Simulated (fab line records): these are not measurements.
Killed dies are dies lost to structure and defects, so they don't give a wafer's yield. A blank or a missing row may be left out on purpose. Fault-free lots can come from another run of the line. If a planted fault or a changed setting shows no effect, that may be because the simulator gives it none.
A lot that was struck, set against a sound lot -- flow rit-cmos -- 18 out of 202 route steps
Sound: wafers L306.1, L306.3, L306.4. Struck: wafers L297.1, L297.2, L297.3. The cause is given at the end.
For every step that has rows: the tool of each side, followed by ch and its chambers, followed by its first start. Under that, the readings that differ: sound wafers -- struck wafers -- difference of the means -- sigmas: that difference in standard deviations of wafers without a fault.
alike: readings whose means differ by less than 2 such deviations, and words and numbers that are the same on both sides. not compared: withheld readings, readings that some wafer has no value for, bounds like >300 that may hide the same value, and numbers for which the record gives no deviation and whose values overlap.
The two part at a step that has a row with sigmas, a row that says differs or no value, or rows on one side only. Numbers that don't overlap but have no deviation are shown without sigmas and don't part them. A reading missing from all wafers of one side parts the sides only when that side holds two or more wafers.

first, 2 steps without rows for these wafers: RIT_PWELL_PEB_04; RIT_PWELL_DEVELOP_05 (develop time 68 s).
RIT_PWELL_OVL_MEAS_06:
  sound on overlay-01 at day 5 20:26; struck on overlay-02 at day 4 02:03
  alike: PWELL_OVL
then, 2 steps without rows for these wafers: RIT_PWELL_HARDBAKE_07 (time 120 s); RIT_PWELL_IMPLANT_08.
RIT_PWELL_STRIP_09: strips in O2, time 180 s.
  sound on plasma-asher-04 ch 0,1, day 5 20:53; struck on plasma-asher-04 ch 0,1, day 4 02:29
  alike: drypump-motor-current-A, o2-flow-sccm
  not compared: rf-hours-counter-h
RIT_PWELL_TW_MEAS_10:
  sound on film-metro-03 at day 5 21:03; struck on film-metro-04 at day 4 02:40
reading,sound,struck,difference,sigmas
PWELL_TW,932 942 940,955 961 961,+21,+2
then, 1 step without rows for these wafers: RIT_WELLDRIVE_ANNEAL_00 (time 14700 s).
RIT_WELLDRIVE_RS_MEAS_01: measures by four-point-probe.
  sound on film-metro-01 at day 6 04:04; struck on film-metro-04 at day 4 08:11
  alike: NWELL_RS
RIT_WELLDRIVE_RS_MEAS_02: measures by four-point-probe.
  sound on film-metro-01 at day 6 04:11; struck on film-metro-04 at day 4 08:19
  alike: PWELL_RS
then, 2 steps without rows for these wafers: RIT_NRETRO_HMDS_00 (prime time 60 s); RIT_NRETRO_COAT_01 (resist thk 1300 nm).
RIT_NRETRO_SOFTBAKE_02: time 60 s.
  sound on litho-track-01 ch 0, day 6 04:36; struck on litho-track-02 ch 0, day 4 08:44
reading,sound,struck,difference,sigmas
heater-power-total-W (W),34.63 34.58 34.62,32.33 32.31 32.33,-2.29,-49
plate-temp-C (C),90.04 89.97 90.01,85.83 85.81 85.79,-4.20,-35
then, 2 steps without rows for these wafers: RIT_NRETRO_EXPOSE_03 (exposes mask M4, target cd 43900 nm); RIT_NRETRO_PEB_04.
RIT_NRETRO_DEVELOP_05: develop time 68 s.
  sound: litho-track-02 ch 0; struck: litho-track-01 ch 0
reading,sound,struck,difference,sigmas
model.NOVOLAK_of_NRETRO_COAT_01.thk-nm (nm),1298 1296 1297,1313 1312 1314,+16,
RIT_NRETRO_OVL_MEAS_06:
  sound on overlay-02 at day 6 05:26; struck on overlay-02 at day 4 09:19
  alike: NRETRO_OVL
RIT_M1_PROBE_99:
  the record has rows for the struck wafers here (prober-02, day 5 21:00) and none for the sound ones

WHERE THEY PART
At RIT_PWELL_TW_MEAS_10 first; at RIT_M1_PROBE_99 last (within this record only).

WHY: whatever the simulator had introduced
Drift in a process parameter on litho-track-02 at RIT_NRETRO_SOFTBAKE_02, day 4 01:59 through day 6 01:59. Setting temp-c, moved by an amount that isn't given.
